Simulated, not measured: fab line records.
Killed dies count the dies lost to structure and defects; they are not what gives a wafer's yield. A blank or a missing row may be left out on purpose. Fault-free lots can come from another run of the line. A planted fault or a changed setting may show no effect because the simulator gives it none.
A lot that was struck, set against a sound lot	flow rit-cmos	34 out of 202 route steps
Sound: wafers L243.1, L243.3, L243.6. Wafers L255.2, L255.3, L255.5 were the ones struck. The cause is named last.
Per side, at each step with rows, come the tool, then ch with its chambers, and then its first start. Under that, the readings that differ: sound wafers	struck wafers	difference of the means	sigmas: that difference in standard deviations of wafers without a fault.
alike: words and numbers the same on both sides, and readings whose means are apart by under 2 such deviations; not compared: readings that were withheld, readings missing a value for some wafer, numbers with overlapping values and no deviation given by the record, and bounds like >300 which may hide the same value.
The two part at a step that has a row with sigmas, a row that says differs or no value, or rows on one side only. Numbers that have no deviation but don't overlap get no sigmas and don't part them. Lack of a reading on every wafer of one side parts them only where that side has two or more wafers.

first, 2 steps without rows for these wafers: RIT_SPACER_CLEAN_02 (cleans in SC2, time 600 s); RIT_SPACER_CVD_03 (deposits Si3N4 from SiH2Cl2/NH3, target thk 250 nm, time 3300 s).
RIT_SPACER_THK_MEAS_04:
  sound on film-metro-01 at day 4 06:50; struck on film-metro-02 at day 7 01:30
  alike: SPACER_NITRIDE_THK
RIT_SPACER_ETCHBACK_05: etches Si3N4 in SF6/CHF3, stops on SiO2, target depth 250 nm, time 240 s.
  sound on rie-diel-02 ch 2,3, day 4 06:53; struck on rie-diel-04 ch 1,2, day 7 01:33
  alike: drypump-motor-current-A, oes-product-au, throttle-valve-pct
  not compared: rf-hours-counter-h
then, 6 steps without rows for these wafers: RIT_NSD_HMDS_00 (prime time 60 s); RIT_NSD_COAT_01 (resist thk 1000 nm); RIT_NSD_SOFTBAKE_02 (time 60 s); RIT_NSD_EXPOSE_03 (exposes mask M9, target cd 40700 nm); RIT_NSD_PEB_04; RIT_NSD_DEVELOP_05 (develop time 50 s).
RIT_NSD_OVL_MEAS_06:
  sound on overlay-02 at day 4 08:08; struck on overlay-01 at day 7 02:34
  alike: NSD_OVL
then, 1 step without rows for these wafers: RIT_NSD_HARDBAKE_07 (time 60 s).
RIT_NSD_IMPLANT_08:
  sound on implanter-03 ch 0, day 4 08:19; struck on implanter-01 ch 0, day 7 02:46
reading	sound	struck	difference	sigmas
dose-ions-cm2	1e+15 1.0004e+15 9.989e+14	1.0955e+15 1.0976e+15 1.0956e+15	+9.6467e+13	+88
faraday-current-uA	3115 3185 3072	3414 3482 3434	+319	+6
RIT_NSD_STRIP_09: strips in O2, time 180 s.
  sound on plasma-asher-02 ch 0,1, day 4 08:28; struck on plasma-asher-02 ch 1, day 7 02:53
  alike: drypump-motor-current-A
  not compared: rf-hours-counter-h
RIT_NSD_TW_MEAS_10:
  sound on film-metro-03 at day 4 08:38; struck on film-metro-04 at day 7 03:04
  alike: NSD_TW
then, 6 steps without rows for these wafers: RIT_PSD_HMDS_00 (prime time 60 s); RIT_PSD_COAT_01 (resist thk 1000 nm); RIT_PSD_SOFTBAKE_02 (time 60 s); RIT_PSD_EXPOSE_03 (exposes mask M10, target cd 40900 nm); RIT_PSD_PEB_04; RIT_PSD_DEVELOP_05 (develop time 50 s).
RIT_PSD_OVL_MEAS_06:
  sound on overlay-02 at day 4 09:43; struck on overlay-01 at day 7 03:59
  alike: PSD_OVL
then, 2 steps without rows for these wafers: RIT_PSD_HARDBAKE_07 (time 60 s); RIT_PSD_IMPLANT_08.
RIT_PSD_STRIP_09: strips in O2, time 180 s.
  sound on plasma-asher-01 ch 0,1, day 4 10:04; struck on plasma-asher-01 ch 0,1, day 7 04:19
  alike: drypump-motor-current-A
  not compared: rf-hours-counter-h
RIT_PSD_TW_MEAS_10:
  sound on film-metro-04 at day 4 10:14; struck on film-metro-03 at day 7 04:29
  alike: PSD_TW
then, 3 steps without rows for these wafers: RIT_SDANNEAL_CLEAN_00 (cleans in SC1, time 600 s); RIT_SDANNEAL_CLEAN_01 (cleans in dHF, time 30 s); RIT_SDANNEAL_CLEAN_02 (cleans in SC2, time 600 s).
RIT_SDANNEAL_RTA_03: time 5 s.
  sound on rtp-anneal-02 ch 0, day 4 10:41; struck on rtp-anneal-02 ch 0, day 7 04:55
  alike: wafer_temp_C_max
RIT_SDANNEAL_RS_MEAS_04: a four-point-probe measurement.
  sound on film-metro-04 at day 4 10:45; struck on film-metro-04 at day 7 04:59
  alike: PSD_RS
RIT_SDANNEAL_RS_MEAS_05: a four-point-probe measurement.
  sound on film-metro-04 at day 4 10:52; struck on film-metro-04 at day 7 05:07
reading	sound	struck	difference	sigmas
NSD_RS (ohm/sq)	84.30 84.47 84.46	78.97 78.72 79.00	-5.51	-21
RIT_SDANNEAL_RS_MEAS_06: a four-point-probe measurement.
  sound on film-metro-04 at day 4 10:59; struck on film-metro-04 at day 7 05:14
  alike: PLDD_RS
following that, these wafers have no rows for 1 step: RIT_M1_PROBE_99.

WHERE THEY PART
Earliest at RIT_NSD_IMPLANT_08; latest, in this record, at RIT_SDANNEAL_RS_MEAS_05. Later steps at which nothing parts them and some readings are alike: RIT_SDANNEAL_RS_MEAS_06.

WHY: what the simulator had put in
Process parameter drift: implanter-01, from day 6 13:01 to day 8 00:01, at RIT_NSD_IMPLANT_08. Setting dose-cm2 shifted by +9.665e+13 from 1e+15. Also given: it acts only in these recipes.
